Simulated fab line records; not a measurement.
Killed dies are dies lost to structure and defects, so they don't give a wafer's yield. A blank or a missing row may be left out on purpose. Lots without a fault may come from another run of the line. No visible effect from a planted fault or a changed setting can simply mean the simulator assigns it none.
fab line records | flow rit-cmos
[record] lots = 14 | wafers = 42 | last-day = 7
route steps=202 shown ACTIVE@9 PWELL@48 M1@202
lots that met no fault: from a run of the same line without faults
start-h: hours from the record's opening day to when the first of the lot's shown wafers began | wait-h: hours elapsed since this lot's preceding step | " as in the row above | L1.1+2: a single row standing in for several wafers | - either no value or no given start | * or withheld: withheld | < > ~ a bound
route shown NAME@n: a module of which the file shows steps, and the number in the route of the first | usual: mean/standard deviation taken from wafers without a fault | same: alike in all rows | chamber/n: place in a boat | sites: each site's reading | _std_site: their standard deviation | _edge_site: the outer-site mean with the inner-site mean subtracted | radius-mm: how far each site lies from the wafer's centre | mask NAME#n: copy n | behind: the last tool/chamber to shape the wafer | hold: reason for holding the lot/hours on hold/outcome of the hold | device: which transistor (n, p or np) failed to switch | end of line: the same wafers' tests at the end of the route | a step with no rows: only its recipe | killed: the dies lost at the first sort to structure and to defects; this is not the yield of the wafer | map: dies across one wafer; x = killed, . = not, _ = none there
set.NAME: the setting the step ran with; set.NAME@STEP: the setting that earlier step ran with | model.NAME: the simulator's own value behind a step, which no gauge read
one table for each step of the route and one row for each wafer, over a sample of lots
services: from which hour (start-h, from the record's first day; less than 0 if before it) a tool's chamber was out of use, for how many hours, and why
[[steps]]
[step RIT_ACTIVE_EXPOSE_08]
[recipe] mask-id = M1 | na = 0.6 | source-shape = conventional | sigma-outer = 0.6 | target-cd-nm = 1400 | dose-mj = 225
[usual] exposure-dose-mJ-cm2 = 224.93/0.25
lot.wafer | tool             | chamber | start-h | wait-h | mask | exposure-dose-mJ-cm2
L770.3    | iline-stepper-01 | 0       | 14.08   | 0.1    | M1#0 | 225.08
L770.4    | "                | 0       | "       | "      | M1#0 | 225.26
L770.6    | "                | 0       | "       | "      | M1#0 | 224.95
L771.1    | iline-stepper-02 | 0       | 19.19   | 0.2    | M1#0 | 224.87
L771.4    | "                | 0       | "       | "      | M1#0 | 225.10
L771.5    | "                | 0       | "       | "      | M1#0 | 225.19
L775.1    | iline-stepper-01 | 0       | 39.16   | 0.2    | M1#0 | 228.23
L775.2    | "                | 0       | "       | "      | M1#0 | 228.22
L775.3    | "                | 0       | "       | "      | M1#0 | 228.02
L777.1    | iline-stepper-01 | 0       | 49.16   | 0.2    | M1#0 | 227.72
L777.2    | "                | 0       | "       | "      | M1#0 | 227.65
L777.4    | "                | 0       | "       | "      | M1#0 | 227.87
L781.2    | iline-stepper-02 | 0       | 69.06   | 0.1    | M1#0 | 225.35
L781.4    | "                | 0       | "       | "      | M1#0 | 224.84
L781.6    | "                | 0       | "       | "      | M1#0 | 224.68
L782.1    | iline-stepper-02 | 0       | 74.62   | 0.1    | M1#0 | 224.70
L782.2    | "                | 0       | "       | "      | M1#0 | 224.73
L782.5    | "                | 0       | "       | "      | M1#0 | 224.86
L784.3    | iline-stepper-02 | 0       | 84.20   | 0.2    | M1#0 | 224.85
L784.4    | "                | 0       | "       | "      | M1#0 | 224.86
L784.5    | "                | 0       | "       | "      | M1#0 | 224.62
L785.3    | iline-stepper-02 | 0       | 89.08   | 0.1    | M1#0 | 224.88
L785.5    | "                | 0       | "       | "      | M1#0 | 224.99
L785.6    | "                | 0       | "       | "      | M1#0 | 225.13
L786.2    | iline-stepper-02 | 0       | 94.81   | 0.1    | M1#0 | 224.73
L786.3    | "                | 0       | "       | "      | M1#0 | 225.25
L786.6    | "                | 0       | "       | "      | M1#0 | 225.17
L787.3    | iline-stepper-02 | 0       | 101.03  | 0.1    | M1#0 | 224.51
L787.4    | "                | 0       | "       | "      | M1#0 | 224.57
L787.6    | "                | 0       | "       | "      | M1#0 | 224.53
L789.2    | iline-stepper-02 | 0       | 109.18  | 0.2    | M1#0 | 224.33
L789.3    | "                | 0       | "       | "      | M1#0 | 224.43
L789.5    | "                | 0       | "       | "      | M1#0 | 224.25
L791.2    | iline-stepper-02 | 0       | 119.27  | 0.3    | M1#0 | 224.95
L791.3    | "                | 0       | "       | "      | M1#0 | 224.75
L791.4    | "                | 0       | "       | "      | M1#0 | 225.23
L792.2    | iline-stepper-02 | 0       | 124.10  | 0.1    | M1#0 | 224.59
L792.5    | "                | 0       | "       | "      | M1#0 | 224.90
L792.6    | "                | 0       | "       | "      | M1#0 | 224.79
L793.2    | iline-stepper-02 | 0       | 130.49  | 0.2    | M1#0 | 224.67
L793.4    | "                | 0       | "       | "      | M1#0 | 224.63
L793.6    | "                | 0       | "       | "      | M1#0 | 224.83
[step RIT_ACTIVE_CD_MEAS_11]
[recipe] target-cd-nm = 1400
[usual] cd-nm = 1400.6/2.2
lot.wafer | tool      | chamber | start-h | wait-h | cd-nm
L770.3    | cd-sem-01 | -       | 14.48   | -      | 1402.6
L770.4    | "         | -       | "       | "      | 1402.9
L770.6    | "         | -       | "       | "      | 1402.4
L771.1    | cd-sem-01 | -       | 19.59   | -      | 1401.6
L771.4    | "         | -       | "       | "      | 1402.7
L771.5    | "         | -       | "       | "      | 1403.5
L775.1    | cd-sem-01 | -       | 40.50   | -      | 1396.8
L775.2    | "         | -       | "       | "      | 1396.3
L775.3    | "         | -       | "       | "      | 1396.7
L777.1    | cd-sem-01 | -       | 49.56   | -      | 1397.3
L777.2    | "         | -       | "       | "      | 1398.7
L777.4    | "         | -       | "       | "      | 1395.2
L781.2    | cd-sem-02 | -       | 69.46   | -      | 1403.1
L781.4    | "         | -       | "       | "      | 1403.5
L781.6    | "         | -       | "       | "      | 1403.5
L782.1    | cd-sem-01 | -       | 75.02   | -      | 1398.1
L782.2    | "         | -       | "       | "      | 1399.3
L782.5    | "         | -       | "       | "      | 1399.0
L784.3    | cd-sem-01 | -       | 84.60   | -      | 1398.8
L784.4    | "         | -       | "       | "      | 1400.7
L784.5    | "         | -       | "       | "      | 1397.4
L785.3    | cd-sem-02 | -       | 89.48   | -      | 1399.7
L785.5    | "         | -       | "       | "      | 1399.5
L785.6    | "         | -       | "       | "      | 1399.8
L786.2    | cd-sem-02 | -       | 95.21   | -      | 1400.5
L786.3    | "         | -       | "       | "      | 1401.3
L786.6    | "         | -       | "       | "      | 1401.1
L787.3    | cd-sem-02 | -       | 101.43  | -      | 1401.9
L787.4    | "         | -       | "       | "      | 1401.9
L787.6    | "         | -       | "       | "      | 1404.5
L789.2    | cd-sem-02 | -       | 109.58  | -      | 1397.6
L789.3    | "         | -       | "       | "      | 1399.5
L789.5    | "         | -       | "       | "      | 1396.4
L791.2    | cd-sem-01 | -       | 119.67  | -      | 1400.9
L791.3    | "         | -       | "       | "      | 1400.2
L791.4    | "         | -       | "       | "      | 1401.6
L792.2    | cd-sem-02 | -       | 124.59  | -      | 1395.6
L792.5    | "         | -       | "       | "      | 1394.4
L792.6    | "         | -       | "       | "      | 1395.6
L793.2    | cd-sem-02 | -       | 130.97  | -      | 1399.9
L793.4    | "         | -       | "       | "      | 1400.4
L793.6    | "         | -       | "       | "      | 1399.8
[step RIT_ACTIVE_CD_MEAS_90]
[recipe] target-cd-nm = 1400
[usual] cd-nm = 1400.6/2.2
lot.wafer | tool      | chamber | start-h | wait-h | cd-nm
L770.3    | cd-sem-01 | -       | 15.06   | 0.1    | 1402.6
L770.4    | "         | -       | "       | "      | 1403.1
L770.6    | "         | -       | "       | "      | 1402.6
L771.1    | cd-sem-01 | -       | 20.17   | 0.1    | 1402.0
L771.4    | "         | -       | "       | "      | 1402.4
L771.5    | "         | -       | "       | "      | 1403.6
L775.1    | cd-sem-01 | -       | 41.08   | 0.1    | 1396.3
L775.2    | "         | -       | "       | "      | 1396.1
L775.3    | "         | -       | "       | "      | 1396.7
L777.1    | cd-sem-01 | -       | 50.35   | 0.1    | 1397.2
L777.2    | "         | -       | "       | "      | 1398.6
L777.4    | "         | -       | "       | "      | 1395.8
L781.2    | cd-sem-02 | -       | 70.04   | 0.1    | 1403.0
L781.4    | "         | -       | "       | "      | 1403.4
L781.6    | "         | -       | "       | "      | 1403.6
L782.1    | cd-sem-01 | -       | 75.69   | 0.2    | 1398.1
L782.2    | "         | -       | "       | "      | 1399.1
L782.5    | "         | -       | "       | "      | 1399.2
L784.3    | cd-sem-02 | -       | 85.18   | 0.1    | 1398.3
L784.4    | "         | -       | "       | "      | 1400.6
L784.5    | "         | -       | "       | "      | 1398.1
L785.3    | cd-sem-01 | -       | 90.06   | 0.1    | 1399.7
L785.5    | "         | -       | "       | "      | 1400.2
L785.6    | "         | -       | "       | "      | 1400.0
L786.2    | cd-sem-02 | -       | 95.78   | 0.1    | 1401.1
L786.3    | "         | -       | "       | "      | 1401.6
L786.6    | "         | -       | "       | "      | 1401.3
L787.3    | cd-sem-01 | -       | 102.01  | 0.1    | 1401.8
L787.4    | "         | -       | "       | "      | 1401.7
L787.6    | "         | -       | "       | "      | 1404.7
L789.2    | cd-sem-01 | -       | 110.48  | 0.1    | 1397.5
L789.3    | "         | -       | "       | "      | 1400.1
L789.5    | "         | -       | "       | "      | 1396.6
L791.2    | cd-sem-02 | -       | 120.24  | 0.1    | 1401.1
L791.3    | "         | -       | "       | "      | 1400.4
L791.4    | "         | -       | "       | "      | 1401.5
L792.2    | cd-sem-02 | -       | 125.35  | 0.1    | 1395.8
L792.5    | "         | -       | "       | "      | 1394.4
L792.6    | "         | -       | "       | "      | 1395.6
L793.2    | cd-sem-02 | -       | 131.55  | 0.1    | 1400.2
L793.4    | "         | -       | "       | "      | 1400.4
L793.6    | "         | -       | "       | "      | 1399.6
[step RIT_PWELL_STRIP_09]
[recipe] chemistry = O2 | time-s = 180 | resist = NOVOLAK | platen-temp-c = withheld | power-w = 500 | pressure-mtorr = 4000 | o2-flow-sccm = 4000
[usual] chamber-pressure-mTorr = 4000/3.4 | drypump-motor-current-A = 5.5/0.53
lot.wafer | tool            | chamber | start-h | wait-h | chamber-pressure-mTorr | drypump-motor-current-A | rf-hours-counter-h
L770.3    | plasma-asher-01 | 1       | 23.07   | 0.1    | 4002                   | 5.7                     | -
L770.4    | "               | 0       | "       | "      | 4001                   | 4.8                     | -
L770.6    | "               | 1       | "       | "      | 4003                   | 5.7                     | -
L771.1    | plasma-asher-01 | 1       | 28.25   | 0.1    | 3999                   | 5.8                     | 38
L771.4    | "               | 1       | "       | "      | 4002                   | 5.7                     | -
L771.5    | "               | 0       | "       | "      | 4001                   | 4.8                     | -
L775.1    | plasma-asher-02 | 1       | 49.34   | 0.1    | 4001                   | 6.2                     | 41
L775.2    | "               | 0       | "       | "      | 3998                   | 5.2                     | 41
L775.3    | "               | 0       | "       | "      | 4002                   | 5.2                     | -
L777.1    | plasma-asher-01 | 1       | 57.88   | 0.1    | 4002                   | 5.7                     | 42
L777.2    | "               | 0       | "       | "      | 4001                   | 4.8                     | 42
L777.4    | "               | 1       | "       | "      | 4004                   | 5.8                     | -
L781.2    | plasma-asher-02 | 0       | 78.56   | 0.1    | 3999                   | 5.2                     | 45
L781.4    | "               | 1       | "       | "      | 3999                   | 6.2                     | -
L781.6    | "               | 0       | "       | "      | 4000                   | 5.2                     | -
L782.1    | plasma-asher-03 | 0       | 83.79   | 0.1    | 4002                   | 5.0                     | 40
L782.2    | "               | 1       | "       | "      | 3993                   | 6.1                     | 40
L782.5    | "               | 1       | "       | "      | 4004                   | 6.1                     | -
L784.3    | plasma-asher-03 | 1       | 94.09   | 0.1    | 3999                   | 6.1                     | -
L784.4    | "               | 0       | "       | "      | 3998                   | 5.0                     | -
L784.5    | "               | 1       | "       | "      | 3999                   | 6.1                     | -
L785.3    | plasma-asher-01 | 1       | 99.45   | 0.1    | 3996                   | 5.7                     | -
L785.5    | "               | 0       | "       | "      | 3999                   | 4.8                     | -
L785.6    | "               | 1       | "       | "      | 3999                   | 5.8                     | -
L786.2    | plasma-asher-01 | 1       | 104.13  | 0.1    | 4008                   | 5.8                     | 47
L786.3    | "               | 0       | "       | "      | 3997                   | 4.8                     | -
L786.6    | "               | 1       | "       | "      | 3998                   | 5.7                     | -
L787.3    | plasma-asher-03 | 0       | 109.36  | 0.1    | 3998                   | 5.0                     | -
L787.4    | "               | 1       | "       | "      | 4000                   | 6.1                     | -
L787.6    | "               | 0       | "       | "      | 3991                   | 5.0                     | -
L789.2    | plasma-asher-03 | 1       | 118.13  | 0.1    | 4000                   | 6.1                     | 44
L789.3    | "               | 0       | "       | "      | 4004                   | 5.0                     | -
L789.5    | "               | 1       | "       | "      | 3993                   | 6.1                     | -
L791.2    | plasma-asher-03 | 0       | 127.57  | 0.1    | 4003                   | 5.0                     | 46
L791.3    | "               | 0       | "       | "      | 4004                   | 5.0                     | -
L791.4    | "               | 1       | "       | "      | 3996                   | 6.1                     | -
L792.2    | plasma-asher-01 | 0       | 132.99  | 0.1    | 3992                   | 4.8                     | 51
L792.5    | "               | 1       | "       | "      | 3998                   | 5.8                     | -
L792.6    | "               | 0       | "       | "      | 3995                   | 4.8                     | -
L793.2    | plasma-asher-03 | 1       | 138.80  | 0.1    | 3996                   | 6.1                     | 47
L793.4    | "               | 0       | "       | "      | 3998                   | 5.0                     | -
L793.6    | "               | 0       | "       | "      | 3999                   | 5.0                     | -
[step RIT_M1_PROBE_99]
[usual] killed-at-contacts = 0.1/0.36 | killed-at-front-end = 7.2/2.9 | killed-dies = 7.4/2.9 | killed-on-rim = 2.0/1.5 | killed-open = 3.8/2 | killed-short = 3.5/2
[same] gross-dies = 264 | killed_at_M0_to_M3 = 0 | killed_at_M4_up = 0 | killed-at-back-side = 0 | killed-at-other = 0
lot.wafer | tool      | chamber | start-h | wait-h | killed-at-contacts | killed-at-front-end | killed-dies | killed-on-rim | killed-open | killed-short
L770.3    | prober-02 | -       | 60.07   | 0.2    | 1                  | 13                  | 14          | 4             | 5           | 9
L770.4    | prober-02 | -       | 60.12   | 0.2    | 0                  | 9                   | 9           | 2             | 4           | 5
L770.6    | prober-02 | -       | 60.22   | 0.2    | 0                  | 6                   | 6           | 1             | 3           | 3
L771.1    | prober-01 | -       | 62.36   | 0.1    | 0                  | 7                   | 7           | 2             | 2           | 5
L771.4    | prober-01 | -       | 62.51   | 0.2    | 0                  | 10                  | 10          | 4             | 5           | 5
L771.5    | prober-01 | -       | 62.56   | 0.2    | 0                  | 14                  | 14          | 6             | 10          | 4
L775.1    | prober-01 | -       | 84.20   | 0.1    | 0                  | 8                   | 8           | 2             | 1           | 7
L775.2    | prober-01 | -       | 84.25   | 0.1    | 0                  | 5                   | 5           | 0             | 2           | 2
L775.3    | prober-01 | -       | 84.30   | 0.2    | 0                  | 5                   | 5           | 1             | 3           | 2
L777.1    | prober-01 | -       | 94.13   | 0.1    | 0                  | 11                  | 11          | 3             | 5           | 6
L777.2    | prober-01 | -       | 94.18   | 0.1    | 0                  | 5                   | 5           | 0             | 4           | 1
L777.4    | prober-01 | -       | 94.28   | 0.2    | 0                  | 4                   | 4           | 1             | 3           | 1
L781.2    | prober-02 | -       | 118.29  | 0.1    | 0                  | 7                   | 7           | 1             | 1           | 6
L781.4    | prober-02 | -       | 118.39  | 0.2    | 0                  | 7                   | 7           | 1             | 4           | 3
L781.6    | prober-02 | -       | 118.49  | 0.2    | 0                  | 9                   | 9           | 1             | 4           | 5
L782.1    | prober-01 | -       | 120.67  | 0.1    | 0                  | 9                   | 9           | 2             | 2           | 7
L782.2    | prober-01 | -       | 120.72  | 0.1    | 0                  | 5                   | 5           | 1             | 1           | 4
L782.5    | prober-01 | -       | 120.87  | 0.2    | 0                  | 13                  | 13          | 4             | 8           | 5
L784.3    | prober-01 | -       | 128.85  | 0.2    | 0                  | 7                   | 7           | 2             | 3           | 3
L784.4    | prober-01 | -       | 128.90  | 0.2    | 0                  | 6                   | 6           | 1             | 3           | 3
L784.5    | prober-01 | -       | 128.95  | 0.2    | 1                  | 7                   | 8           | 2             | 4           | 4
L785.3    | prober-02 | -       | 133.35  | 0.2    | 0                  | 7                   | 7           | 3             | 3           | 4
L785.5    | prober-02 | -       | 133.45  | 0.2    | 0                  | 8                   | 8           | 1             | 2           | 6
L785.6    | prober-02 | -       | 133.50  | 0.2    | 0                  | 4                   | 4           | 0             | 2           | 2
L786.2    | prober-01 | -       | 138.56  | 0.1    | 0                  | 1                   | 1           | 0             | 0           | 1
L786.3    | prober-01 | -       | 138.61  | 0.2    | 0                  | 4                   | 4           | 0             | 3           | 1
L786.6    | prober-01 | -       | 138.76  | 0.2    | 0                  | 6                   | 6           | 0             | 5           | 1
L787.3    | prober-02 | -       | 143.21  | 0.2    | 0                  | 6                   | 6           | 2             | 2           | 4
L787.4    | prober-02 | -       | 143.26  | 0.2    | 0                  | 5                   | 5           | 0             | 3           | 2
L787.6    | prober-02 | -       | 143.36  | 0.2    | 0                  | 6                   | 6           | 2             | 2           | 4
L789.2    | prober-02 | -       | 153.07  | 0.1    | 0                  | 8                   | 8           | 1             | 2           | 6
L789.3    | prober-02 | -       | 153.12  | 0.2    | 0                  | 13                  | 13          | 5             | 6           | 7
L789.5    | prober-02 | -       | 153.22  | 0.2    | 0                  | 10                  | 10          | 3             | 3           | 7
L791.2    | prober-02 | -       | 163.37  | 0.1    | 0                  | 6                   | 6           | 1             | 3           | 3
L791.3    | prober-02 | -       | 163.42  | 0.2    | 1                  | 6                   | 7           | 3             | 5           | 2
L791.4    | prober-02 | -       | 163.47  | 0.2    | 0                  | 11                  | 11          | 3             | 8           | 3
L792.2    | prober-01 | -       | 166.31  | 0.1    | 0                  | 5                   | 5           | 0             | 3           | 2
L792.5    | prober-01 | -       | 166.46  | 0.2    | 0                  | 4                   | 4           | 0             | 2           | 2
L792.6    | prober-01 | -       | 166.51  | 0.2    | 0                  | 7                   | 7           | 1             | 3           | 3
L793.2    | prober-02 | -       | 172.30  | 0.1    | 2                  | 3                   | 5           | 3             | 3           | 2
L793.4    | prober-02 | -       | 172.40  | 0.2    | 0                  | 8                   | 8           | 2             | 7           | 1
L793.6    | prober-02 | -       | 172.50  | 0.2    | 0                  | 1                   | 1           | 0             | 0           | 1
// killed by level:class
L770.3 GATE:geometric-particle:short=3 SPACER:geometric-particle:short=3 FOX1:geometric-particle:short=2 GATE:geometric-particle:open=2 SPACER:geometric-particle:open=1 SILICIDE:geometric-particle:short=1 SILICIDE:geometric-particle:open=1 CONTACT:geometric-particle:open=1
L770.4 REOX:geometric-particle:open=2 ACTIVE:geometric-particle:short=1 FOX1:geometric-particle:open=1 FOX2:geometric-particle:short=1 GATE:geometric-particle:short=1 GATE:geometric-particle:open=1 REOX:geometric-particle:short=1 SILICIDE:geometric-particle:short=1
L770.6 GATE:geometric-particle:short=2 SPACER:geometric-particle:open=2 GATE:geometric-particle:open=1 REOX:geometric-particle:short=1
L771.1 GATE:geometric-particle:short=3 GATE:geometric-particle:open=1 REOX:geometric-particle:open=1 SPACER:geometric-particle:short=1 SILICIDE:geometric-particle:short=1
L771.4 GATE:geometric-particle:open=3 GATE:geometric-particle:short=2 SILICIDE:geometric-particle:short=2 ACTIVE:geometric-particle:open=1 FOX2:geometric-particle:short=1 REOX:geometric-particle:open=1
L771.5 GATE:geometric-particle:open=5 SPACER:geometric-particle:open=2 SILICIDE:geometric-particle:open=2 FOX2:geometric-particle:short=1 GATE:geometric-particle:short=1 REOX:geometric-particle:short=1 REOX:geometric-particle:open=1 SPACER:geometric-particle:short=1
L775.1 FOX1:geometric-particle:short=3 SPACER:geometric-particle:short=2 FOX2:geometric-particle:open=1 FOX2:geometric-particle:short=1 GATE:geometric-particle:short=1
L775.2 GATE:geometric-particle:open=2 REOX:geometric-particle:short=1 SPACER:geometric-particle:short=1 ACTIVE:coat-microbubble-printed=1
L775.3 SPACER:geometric-particle:open=2 FOX1:geometric-particle:open=1 FOX1:geometric-particle:short=1 SPACER:geometric-particle:short=1
L777.1 GATE:geometric-particle:short=3 FOX1:geometric-particle:open=2 SPACER:geometric-particle:open=2 SPACER:geometric-particle:short=2 FOX1:geometric-particle:short=1 GATE:geometric-particle:open=1
L777.2 GATE:geometric-particle:open=3 GATE:geometric-particle:short=1 SPACER:geometric-particle:open=1
L777.4 GATE:geometric-particle:open=2 FOX1:geometric-particle:short=1 SPACER:geometric-particle:open=1
L781.2 GATE:geometric-particle:short=2 SILICIDE:geometric-particle:short=2 FOX1:geometric-particle:short=1 GATE:geometric-particle:open=1 SPACER:geometric-particle:short=1
L781.4 FOX1:geometric-particle:short=1 FOX1:geometric-particle:open=1 GATE:geometric-particle:short=1 GATE:geometric-particle:open=1 REOX:geometric-particle:open=1 SPACER:geometric-particle:open=1 SPACER:geometric-particle:short=1
L781.6 GATE:geometric-particle:short=3 FOX2:geometric-particle:open=1 FOX2:geometric-particle:short=1 GATE:geometric-particle:open=1 REOX:geometric-particle:open=1 SPACER:geometric-particle:short=1 SPACER:geometric-particle:open=1
L782.1 FOX2:geometric-particle:short=2 GATE:geometric-particle:short=2 ACTIVE:geometric-particle:short=1 FOX1:geometric-particle:short=1 GATE:geometric-particle:open=1 SPACER:geometric-particle:short=1 SPACER:geometric-particle:open=1
L782.2 GATE:geometric-particle:short=2 FOX1:geometric-particle:open=1 SPACER:geometric-particle:short=1 SILICIDE:geometric-particle:short=1
L782.5 FOX1:geometric-particle:open=3 FOX1:geometric-particle:short=2 SPACER:geometric-particle:open=2 GATE:geometric-particle:open=1 GATE:geometric-particle:short=1 REOX:geometric-particle:open=1 SPACER:geometric-particle:short=1 SILICIDE:geometric-particle:short=1
L784.3 FOX2:geometric-particle:short=1 GATE:geometric-particle:short=1 REOX:geometric-particle:open=1 REOX:geometric-particle:short=1 SPACER:geometric-particle:open=1 SILICIDE:geometric-particle:open=1 NRETRO:coat-microbubble-printed=1
L784.4 SPACER:geometric-particle:short=2 GATE:geometric-particle:short=1 GATE:geometric-particle:open=1 SPACER:geometric-particle:open=1 SILICIDE:geometric-particle:open=1
L784.5 SILICIDE:geometric-particle:short=2 GATE:geometric-particle:short=1 GATE:geometric-particle:open=1 REOX:geometric-particle:open=1 SPACER:geometric-particle:open=1 SILICIDE:geometric-particle:open=1 CONTACT:geometric-particle:short=1
L785.3 GATE:geometric-particle:open=2 SPACER:geometric-particle:short=2 FOX2:geometric-particle:short=1 GATE:geometric-particle:short=1 REOX:geometric-particle:open=1
L785.5 FOX2:geometric-particle:short=2 GATE:geometric-particle:short=2 REOX:geometric-particle:short=2 GATE:geometric-particle:open=1 SPACER:geometric-particle:open=1
L785.6 FOX2:geometric-particle:open=1 GATE:geometric-particle:open=1 SPACER:geometric-particle:short=1 SILICIDE:geometric-particle:short=1
L786.2 FOX1:geometric-particle:short=1
L786.3 FOX1:geometric-particle:open=2 FOX1:geometric-particle:short=1 SPACER:geometric-particle:open=1
L786.6 ACTIVE:geometric-particle:short=1 FOX1:geometric-particle:open=1 GATE:geometric-particle:open=1 REOX:geometric-particle:open=1 SPACER:geometric-particle:open=1 SILICIDE:geometric-particle:open=1
L787.3 GATE:geometric-particle:open=2 GATE:geometric-particle:short=1 REOX:geometric-particle:short=1 SPACER:geometric-particle:short=1 SILICIDE:geometric-particle:short=1
L787.4 REOX:geometric-particle:open=3 REOX:geometric-particle:short=1 SPACER:geometric-particle:short=1
L787.6 SPACER:geometric-particle:short=3 REOX:geometric-particle:open=1 REOX:geometric-particle:short=1 SPACER:geometric-particle:open=1
L789.2 GATE:geometric-particle:short=3 FOX1:geometric-particle:short=2 GATE:geometric-particle:open=2 SPACER:geometric-particle:short=1
L789.3 GATE:geometric-particle:open=4 GATE:geometric-particle:short=2 SPACER:geometric-particle:short=2 SILICIDE:geometric-particle:short=2 FOX1:geometric-particle:short=1 REOX:geometric-particle:open=1 SILICIDE:geometric-particle:open=1
L789.5 GATE:geometric-particle:short=4 ACTIVE:geometric-particle:short=1 FOX1:geometric-particle:open=1 GATE:geometric-particle:open=1 SPACER:geometric-particle:short=1 SILICIDE:geometric-particle:short=1 SILICIDE:geometric-particle:open=1
L791.2 FOX1:geometric-particle:open=2 SPACER:geometric-particle:short=2 FOX1:geometric-particle:short=1 GATE:geometric-particle:open=1
L791.3 GATE:geometric-particle:open=2 SILICIDE:geometric-particle:open=2 SPACER:geometric-particle:open=1 SILICIDE:geometric-particle:short=1 CONTACT:geometric-particle:short=1
L791.4 FOX1:geometric-particle:open=3 GATE:geometric-particle:open=2 GATE:geometric-particle:short=2 SPACER:geometric-particle:open=2 SILICIDE:geometric-particle:short=1 SILICIDE:geometric-particle:open=1
L792.2 GATE:geometric-particle:open=2 GATE:geometric-particle:short=1 SPACER:geometric-particle:short=1 SILICIDE:geometric-particle:open=1
L792.5 FOX1:geometric-particle:open=1 FOX1:geometric-particle:short=1 GATE:geometric-particle:open=1 SILICIDE:geometric-particle:short=1
L792.6 GATE:geometric-particle:open=2 FOX1:geometric-particle:open=1 FOX1:geometric-particle:short=1 FOX2:geometric-particle:short=1 REOX:geometric-particle:short=1 PWELL:coat-microbubble-printed=1
L793.2 FOX1:geometric-particle:short=1 FOX1:geometric-particle:open=1 FOX2:geometric-particle:open=1 CONTACT:geometric-particle:short=1 CONTACT:geometric-particle:open=1
L793.4 FOX1:geometric-particle:open=3 SPACER:geometric-particle:open=2 FOX1:geometric-particle:short=1 GATE:geometric-particle:open=1 SILICIDE:geometric-particle:open=1
L793.6 GATE:geometric-particle:short=1
[[services]]
tool             | chamber | start-h | hours | kind
plasma-asher-03  | -       | 32.97   | 16.7  | repair
iline-stepper-02 | -       | 38.81   | 1.7   | pm
plasma-asher-03  | -       | 62.75   | 3.1   | repair
plasma-asher-03  | -       | 66.82   | 15.6  | pm
iline-stepper-01 | -       | 70.38   | 1.7   | pm
plasma-asher-02  | -       | 107.56  | 3.9   | repair
plasma-asher-02  | -       | 111.42  | 9.0   | pm
plasma-asher-02  | 0       | 111.42  | 9.0   | vent-cycle
plasma-asher-02  | 1       | 111.42  | 9.0   | vent-cycle
plasma-asher-02  | 0       | 120.42  | -     | clean
plasma-asher-02  | 1       | 120.42  | -     | clean
[[key]]
[first-sign] step = RIT_ACTIVE_EXPOSE_08 | reading = exposure-dose-mJ-cm2 | direction = up | sigmas = 12 | usual = 224.93 | struck = 227.95
[effect] step = RIT_ACTIVE_CD_MEAS_11 | reading = cd-nm | direction = down | sigmas = 1.7 | usual = 1400.6 | struck = 1396.8 | through = control-loop
[effect] step = RIT_ACTIVE_CD_MEAS_90 | reading = cd-nm | direction = down | sigmas = 1.8 | usual = 1400.6 | struck = 1396.8 | through = control-loop
met-at RIT_ACTIVE_EXPOSE_08
struck-lots L775,L777
tester-left-out L775,L777
[loop-trim] step = RIT_ACTIVE_EXPOSE_08 | setting = dose | lots = L777
not-acting-at RIT_ACTIVE_CD_MEAS_11,RIT_ACTIVE_CD_MEAS_90,RIT_PWELL_STRIP_09
onset-between 14.08 39.16
[fault] kind = process-parameter-drift | tool = iline-stepper-01 | chamber = - | onset-h = 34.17 | steps = RIT_ACTIVE_EXPOSE_08 | channel = dose-mj | offset = 3.2219 | shape = step | acts-in = these-recipes-only | stated = 225
// tester-left-out: of these lots the tester's yield and bins aren't shown, on N5 and GAA mostly nor the transistor test; their killed dies are dies lost to structure and defects alone, not to doping, threshold or leakage, so they don't give the yield
// loop-trim: a control loop set the setting to another value than it would have without faults
